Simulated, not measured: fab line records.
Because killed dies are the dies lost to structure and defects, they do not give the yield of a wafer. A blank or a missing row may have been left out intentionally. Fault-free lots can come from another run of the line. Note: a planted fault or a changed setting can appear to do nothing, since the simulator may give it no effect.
Struck lot and sound lot, side by side + flow berkeley_cmos170 + 22 steps out of a route of 331
Sound: these wafers, L807.2, L807.3, L807.4. Struck: wafers L814.2, L814.5, L814.6. The cause is given at the end.
At each step with rows: each side's tool, then ch and its chambers, then its first start. Under that, the readings that differ: sound wafers + struck wafers + difference of the means + sigmas: that difference in standard deviations of wafers without a fault.
alike: words and numbers the same on both sides, and readings whose means are apart by under 2 such deviations; not compared: readings that were withheld, readings missing a value for some wafer, numbers with overlapping values and no deviation given by the record, and bounds like >300 which may hide the same value.
A row with sigmas, a row that says differs or no value, or rows on one side alone: a step with any of these is where the two part. When numbers do not overlap yet have no deviation, they are printed without sigmas and do not part them. A reading that every wafer of one side lacks parts them only if that side has two wafers or more.

first, 6 steps without rows for these wafers: UCB170_NVT_HMDS_00 (prime time 60 s); UCB170_NVT_COAT_01 (resist thk 900 nm); UCB170_NVT_SOFTBAKE_02 (time 57.49 s); UCB170_NVT_EXPOSE_03 (exposes mask PWELL, target cd 3000 nm); UCB170_NVT_PEB_04; UCB170_NVT_DEVELOP_05 (develop time 45 s).
UCB170_NVT_OVL_MEAS_06:
  sound on overlay-01, day 5 22:42; struck on overlay-02, day 7 08:30
  alike: NVT_OVL
following that, these wafers have no rows for 1 step: UCB170_NVT_IMPLANT_07.
UCB170_NVT_STRIP_08: strips in O2.
  sound on plasma_asher-03 ch 0,1, day 5 22:53; struck on plasma_asher-03 ch 0,1, day 7 08:41
  alike: drypump_motor_current_A, oes_product_au, strip_time_to_endpoint_s
  not compared: rf_hours_counter_h
UCB170_NVT_TW_MEAS_09:
  sound on film_metro-04, day 5 22:59; struck on film_metro-01, day 7 08:47
  alike: NVT_TW
then, 2 steps without rows for these wafers: UCB170_NVT_CLEAN_10 (cleans in SPM, time 600 s); UCB170_PVT_HMDS_00 (prime time 60 s).
UCB170_PVT_COAT_01: resist thk 900 nm.
  sound on litho_track-03 ch 0, day 6 01:14; struck on litho_track-03 ch 0, day 7 09:42
| reading                              | sound                | struck               | difference | sigmas      |
|--------------------------------------|----------------------|----------------------|------------|-------------|
| spin_speed_rpm (rpm)                 | 1499.2 1499.2 1499.1 | 1637.9 1639.1 1640.0 | +139.8     | +99 or more |
| model.KrF_of_PVT_COAT_01.thk_nm (nm) | 900.2 901 899.6      | 861.9 862.5 859.8    | -38.9      |             |
then, 3 steps without rows for these wafers: UCB170_PVT_SOFTBAKE_02 (time 60 s); UCB170_PVT_EXPOSE_03 (exposes mask NWELL, target cd 3000 nm); UCB170_PVT_PEB_04.
UCB170_PVT_DEVELOP_05: develop time 45 s.
  sound: litho_track-02 ch 0; struck: litho_track-03 ch 0
| reading                              | sound           | struck            | difference | sigmas |
|--------------------------------------|-----------------|-------------------|------------|--------|
| model.KrF_of_PVT_COAT_01.thk_nm (nm) | 886 886.8 885.3 | 847.7 848.3 845.6 | -38.8      |        |
UCB170_PVT_OVL_MEAS_06:
  sound on overlay-01, day 6 02:35; struck on overlay-01, day 7 10:48
  alike: PVT_OVL
following that, these wafers have no rows for 1 step: UCB170_PVT_IMPLANT_07.
UCB170_PVT_STRIP_08: strips in O2.
  sound on plasma_asher-04 ch 0,1, day 6 02:46; struck on plasma_asher-04 ch 0,1, day 7 10:59
| reading                      | sound             | struck            | difference | sigmas |
|------------------------------|-------------------|-------------------|------------|--------|
| strip_time_to_endpoint_s (s) | 21.63 21.66 21.62 | 20.71 20.73 20.65 | -0.94      | -15    |
  alike: drypump_motor_current_A, oes_product_au
  not compared: rf_hours_counter_h
UCB170_PVT_TW_MEAS_09:
  sound on film_metro-02, day 6 02:53; struck on film_metro-02, day 7 11:05
  alike: PVT_TW
following that, these wafers have no rows for 1 step: UCB170_M3_PROBE_99.

## WHERE THEY PART
Earliest at UCB170_PVT_COAT_01; latest, in this record, at UCB170_PVT_STRIP_08. Later steps at which nothing parts them and some readings are alike: UCB170_PVT_TW_MEAS_09.

WHY: whatever the simulator had introduced
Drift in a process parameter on litho_track-03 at UCB170_PVT_COAT_01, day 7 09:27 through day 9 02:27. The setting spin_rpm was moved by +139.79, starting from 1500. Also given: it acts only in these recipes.
